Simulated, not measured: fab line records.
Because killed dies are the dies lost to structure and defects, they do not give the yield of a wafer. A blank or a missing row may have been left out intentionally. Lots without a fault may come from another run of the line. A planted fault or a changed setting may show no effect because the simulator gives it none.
One fault through the eyes of 2 desks + flow berkeleyCmos170 + each desk has only its own numbers; what lay behind them comes last

== AT THE TOOL OWNER'S DESK: implanter-04 ==
For each lot that ran on this tool, the mean over its sampled wafers that have a number, from the tool's own readings at UCB170_NVT_IMPLANT_07. Any lot whose mean is over 4 standard deviations away from the usual mean is out of limits and marked OUT; that distance is given in the brackets.
Columns: A = beamEnergyKeV at UCB170_NVT_IMPLANT_07, usual 49.999; B = endStationPressureTorr at UCB170_NVT_IMPLANT_07, usual 4.96e-06 Torr; C = faradayCurrentUA at UCB170_NVT_IMPLANT_07, usual 9.52
| lot  | first seen here | A                        | B        | C    |
|------|-----------------|--------------------------|----------|------|
| L864 | day 7 03:01     | 50.018                   | 5.17e-06 | 9.51 |
| L868 | day 8 03:12     | 49.998                   | 4.82e-06 | 9.66 |
| L870 | day 8 12:19     | 32.498 (-99 or more) OUT | 5.03e-06 | 9.59 |
| L869 | day 8 12:52     | 32.499 (-99 or more) OUT | 5.00e-06 | 9.45 |
This desk's verdict: out of limits on L869, L870, starting with L870 at day 8 12:19 (beamEnergyKeV at UCB170_NVT_IMPLANT_07). L864, L868: within limits.

== METROLOGY DESK ==
Means of the sampled wafers that have a number, per lot and without regard to the tool the lot ran on: this is what the gauges read. Any lot whose mean is over 4 standard deviations away from the usual mean is out of limits and marked OUT; that distance is given in the brackets.
Columns: A = cdNm at UCB170_ACTIVE_CD_MEAS_90, usual 1200.5 nm; B = SACOX_OXIDE_THK at UCB170_SACOX_THK_MEAS_02, usual 14.49 nm; C = NVT_TW at UCB170_NVT_TW_MEAS_09, usual 522
| lot  | first seen here | A      | B     | C             |
|------|-----------------|--------|-------|---------------|
| L860 | day 4 16:23     | 1201.7 | 14.91 | 514           |
| L862 | day 5 16:04     | 1199.5 | 14.70 | 524           |
| L864 | day 5 16:08     | 1201.5 | 14.52 | 526           |
| L865 | day 6 07:22     | 1200.1 | 14.45 | 524           |
| L867 | day 6 08:02     | 1200.5 | 14.57 | 515           |
| L868 | day 6 14:13     | 1200.8 | 14.02 | 526           |
| L870 | day 6 21:42     | 1200.6 | 14.89 | 461 (-14) OUT |
| L869 | day 6 21:55     | 1198.7 | 14.64 | 469 (-12) OUT |
| L875 | day 7 13:53     | 1200.0 | 14.42 | 522           |
| L876 | day 8 08:11     | 1199.0 | 14.73 | 512           |
| L880 | day 8 18:26     | 1200.7 | 14.47 | 525           |
| L879 | day 8 18:35     | 1201.2 | 14.41 | 518           |
| L881 | day 9 05:28     | 1201.4 | 14.94 | 519           |
| L882 | day 9 12:23     | 1199.5 | 14.29 | 522           |
This desk finds L869, L870 out of limits, with the earliest case on L870 at day 8 12:32 (NVT_TW at UCB170_NVT_TW_MEAS_09). L860, L862, L864, L865, L867, L868, L875, L876, L880, L879, L881, L882: within limits.

== ALL TOGETHER ==
The tool owner's desk could have raised an alarm at day 8 12:19, on L869, L870.
Metrology desk: alarm possible at day 8 12:32 on L869, L870.
On implanter-04, each named lot ran UCB170_NVT_IMPLANT_07.

== WHAT THE SIMULATOR PUT IN ==
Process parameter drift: implanter-04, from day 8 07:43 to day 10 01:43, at UCB170_NVT_IMPLANT_07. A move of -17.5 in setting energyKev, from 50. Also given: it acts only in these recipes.
Lots struck among those shown: L869, L870.
Delay (hours) between the fault's onset and each desk's first out-of-limits reading: 5 at the tool owner's desk, 5 at the metrology desk.
